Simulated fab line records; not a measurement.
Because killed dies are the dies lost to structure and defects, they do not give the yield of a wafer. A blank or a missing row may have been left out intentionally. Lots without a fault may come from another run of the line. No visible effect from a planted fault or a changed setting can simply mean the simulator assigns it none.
fab line records | flow rit-cmos
record lots=14 wafers=42 last-day=7
route steps=202 shown NSD@135
lots that met no fault: taken from a fault-free run of the same line
start-h: the number of hours between the record's first day and the start of the first shown wafer of the lot | wait-h: hours since the lot's step before | " as in the row above | L1.1+2: one row covering several wafers at once | - no value present, or no start provided | * or withheld: withheld | < > ~ a bound
route shown NAME@n: NAME is a module with steps in the file, n the number in the route of the first one | usual: mean and standard deviation over wafers with no fault | same: alike in all rows | chamber/n: place in a boat | sites: each site's reading | _std_site: how widely they spread, as a standard deviation | _edge_site: outer sites' mean less inner sites' | radius-mm: how far each site lies from the wafer's centre | mask NAME#n: copy n | behind: the tool/chamber that last shaped the wafer | hold: why the lot was held/for how many hours/how that ended | device: the transistor (n, p or np) that didn't switch | end of line: the tests these same wafers got at the end of their route | a step with no rows: only its recipe | killed: the dies lost at the first sort to structure and to defects; this is not the yield of the wafer | map: the dies of a wafer, with x for killed, . for not killed, _ for no die there
set.NAME: the run value of the setting; set.NAME@STEP: its run value at that earlier step | model.NAME: the simulator's own value behind a step, which no gauge read
steps of the route over a sample of lots; a table a step, a row a wafer
## steps
# step RIT_NSD_PEB_04
# recipe resist=NOVOLAK temp-c=withheld time-s=withheld
# usual chill-plate-temp-C=* exhaust-pa=44.9/0.87
# columns lot.wafer tool chamber start-h wait-h chill-plate-temp-C exhaust-pa
L514.1 litho-track-02 0 46.51 0.1 * 44.2
L514.3 " 0 " " * 43.6
L514.5 " 0 " " * 44.6
L515.1 litho-track-01 0 51.00 0.2 * 42.5
L515.2 " 0 " " * 42.9
L515.4 " 0 " " * 43.4
L516.3 litho-track-02 0 57.98 0.1 * 43.9
L516.5 " 0 " " * 46.5
L516.6 " 0 " " * 44.7
L517.3 litho-track-01 0 62.32 0.1 * 44.6
L517.4 " 0 " " * 44.7
L517.6 " 0 " " * 45.9
L518.1 litho-track-02 0 68.96 0.1 * 45.2
L518.2 " 0 " " * 45.8
L518.3 " 0 " " * 45.9
L520.4 litho-track-03 0 77.91 0.1 * 44.4
L520.5 " 0 " " * 45.1
L520.6 " 0 " " * 45.8
L521.1 litho-track-03 0 81.99 0.1 * 45.7
L521.3 " 0 " " * 45.1
L521.6 " 0 " " * 45.8
L528.1 litho-track-03 - 122.82 0.3 - -
L528.2 " - " " - -
L528.3 " - " " - -
L529.2 litho-track-03 - 126.66 0.1 - -
L529.3 " - " " - -
L529.6 " - " " - -
L533.1 litho-track-03 0 141.78 0.1 * 46.0
L533.2 " 0 " " * 46.0
L533.4 " 0 " " * 45.6
L534.3 litho-track-01 0 146.83 0.2 * 44.2
L534.5 " 0 " " * 43.9
L534.6 " 0 " " * 44.0
L535.1 litho-track-02 0 151.16 0.1 * 44.7
L535.3 " 0 " " * 45.5
L535.5 " 0 " " * 44.2
L536.2 litho-track-01 0 158.52 0.1 * 44.6
L536.4 " 0 " " * 45.5
L536.6 " 0 " " * 45.4
L537.2 litho-track-01 0 165.41 0.1 * 44.8
L537.4 " 0 " " * 45.0
L537.5 " 0 " " * 45.0
## key
first-sign step=RIT_NSD_PEB_04 reading=tool-record direction=missing
effect none on later readings
met-at RIT_NSD_PEB_04
struck-lots L528,L529
sort-left-out L528.1,L528.2,L528.3,L529.2,L529.3,L529.6
tester-left-out L528,L529
onset-between 81.99 122.82
fault kind=skipped-step-whole tool=litho-track-03 chamber=- onset-h=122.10 steps=RIT_NSD_PEB_04 scope=struck-lots-only
# tester-left-out: of these lots the tester's yield and bins aren't shown, on N5 and GAA mostly nor the transistor test; their killed dies are dies lost to structure and defects alone, not to doping, threshold or leakage, so they don't give the yield
# sort-left-out: the simulated sort isn't trusted on such a fault, so these wafers' sort isn't shown, and their yield isn't known
